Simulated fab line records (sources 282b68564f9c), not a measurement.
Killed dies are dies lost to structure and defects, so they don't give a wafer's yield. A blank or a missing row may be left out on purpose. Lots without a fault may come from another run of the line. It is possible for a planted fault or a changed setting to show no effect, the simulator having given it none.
A lot that was struck, set against a sound lot ; flow ritCmos ; 18 out of 202 route steps
Sound: wafers L766.1, L766.4, L766.5. Wafers struck: L786.2, L786.5, L786.6. The cause comes at the end.
For every step that has rows: the tool of each side, followed by ch and its chambers, followed by its first start. Under that, the readings that differ: sound wafers ; struck wafers ; difference of the means ; sigmas: that difference in standard deviations of wafers without a fault.
alike: same words and numbers on both sides, and readings whose means sit less than 2 such deviations apart. not compared: any withheld reading, any reading some wafer has no value for, any bound like >300 that may hide the same value, and any number with overlapping values for which the record gives no deviation.
A row with sigmas, a row that says differs or no value, or rows on one side alone: a step with any of these is where the two part. When numbers do not overlap yet have no deviation, they are printed without sigmas and do not part them. A reading that every wafer of one side lacks parts them only if that side has two wafers or more.

RIT_SILICIDE_RTA_06: time 10 s, ramp up 5 s, ramp down 10 s.
  sound on rtpAnneal-02 ch 0, day 3 18:40; struck on rtpAnneal-01 ch 0, day 8 18:19
reading;sound;struck;difference;sigmas
annealTempCMax;753.0 753.6 755.2;757.2 755.4 757.4;+2.7;+2
  alike: wafer_temp_C_max
RIT_CONTACT_CVD_00: deposits SiO2 from TEOS, target thk 400 nm, time 61 s.
  sound on pecvd-02 ch 0,1, day 3 18:44; struck on pecvd-02 ch 0,1,2, day 8 18:22
  alike: heaterPowerW, susceptorTempC
RIT_CONTACT_THK_MEAS_01:
  sound on filmMetro-03 at day 3 18:47; struck on filmMetro-04 at day 8 18:26
  alike: CONTACT_TEOS_THK
then, 6 steps without rows for these wafers: RIT_CONTACT_HMDS_02 (prime time 60 s); RIT_CONTACT_COAT_03 (resist thk 1000 nm); RIT_CONTACT_SOFTBAKE_04 (time 60 s); RIT_CONTACT_EXPOSE_05 (exposes mask M11, target cd 1000 nm); RIT_CONTACT_PEB_06; RIT_CONTACT_DEVELOP_07 (develop time 120 s).
RIT_CONTACT_CD_MEAS_08 targets a cd of 1000 nm.
  sound on cdSem-02 at day 3 19:56; struck on cdSem-01 at day 8 19:45
  alike: cdNm
RIT_CONTACT_OVL_MEAS_09:
  sound on overlay-02 at day 3 20:04; struck on overlay-02 at day 8 19:51
  alike: CONTACT_OVL
then, 1 step without rows for these wafers: RIT_CONTACT_HARDBAKE_10 (time 60 s).
RIT_CONTACT_ETCH_11: etches SiO2 in CHF3/CF4/Ar, stops on TiSi2, target depth 480 nm, time 320 s.
  sound on rieDiel-04 ch 0,1,2, day 3 20:14; struck on rieDiel-04 ch 1,2, day 8 20:03
reading;sound;struck;difference;sigmas
model.etch.depthNm (nm);401 401.4 406.8;327.4 330.7 328.7;-74.1;
model.CONTACT.featureDepthNm (nm);401 401.4 406.8;327.4 330.7 328.7;-74.1;
model.NOVOLAK_of_CONTACT_COAT_03.thkNm (nm);768.7 767.8 762.6;803.1 801.3 803.9;+36.4;
  alike: drypumpMotorCurrentA, oesProductAu, throttleValvePct
  not compared: rfHoursCounterH
RIT_CONTACT_STRIP_12: strips in O2, time 180 s.
  sound on plasmaAsher-03 ch 0,1, day 3 20:26; struck on plasmaAsher-03 ch 0,1, day 8 20:14
  alike: drypumpMotorCurrentA
  not compared: rfHoursCounterH
RIT_CONTACT_CD_MEAS_90 targets a cd of 1000 nm.
  sound on cdSem-02 at day 3 20:37; struck on cdSem-01 at day 8 20:26
  alike: cdNm
then, 2 steps without rows for these wafers: RIT_CONTACT_CLEAN_13 (cleans in SC1, time 600 s); RIT_CONTACT_CLEAN_14 (cleans in SC2, time 600 s).
RIT_M1_PROBE_99:
  sound on prober-01 at day 4 01:17; struck on prober-02 at day 9 02:21
reading;sound;struck;difference;sigmas
killedAtContacts;0 0 0;251 256 255;+254;+99 or more
killedDies;8 10 5;264 264 264;+256;+83
killedOnRim;2 2 0;70 70 70;+69;+53
  alike: killedAtFrontEnd, killedOpen, killedShort

== WHERE THEY PART ==
Earliest at RIT_SILICIDE_RTA_06; latest, in this record, at RIT_M1_PROBE_99.

WHY: what the simulator had put in
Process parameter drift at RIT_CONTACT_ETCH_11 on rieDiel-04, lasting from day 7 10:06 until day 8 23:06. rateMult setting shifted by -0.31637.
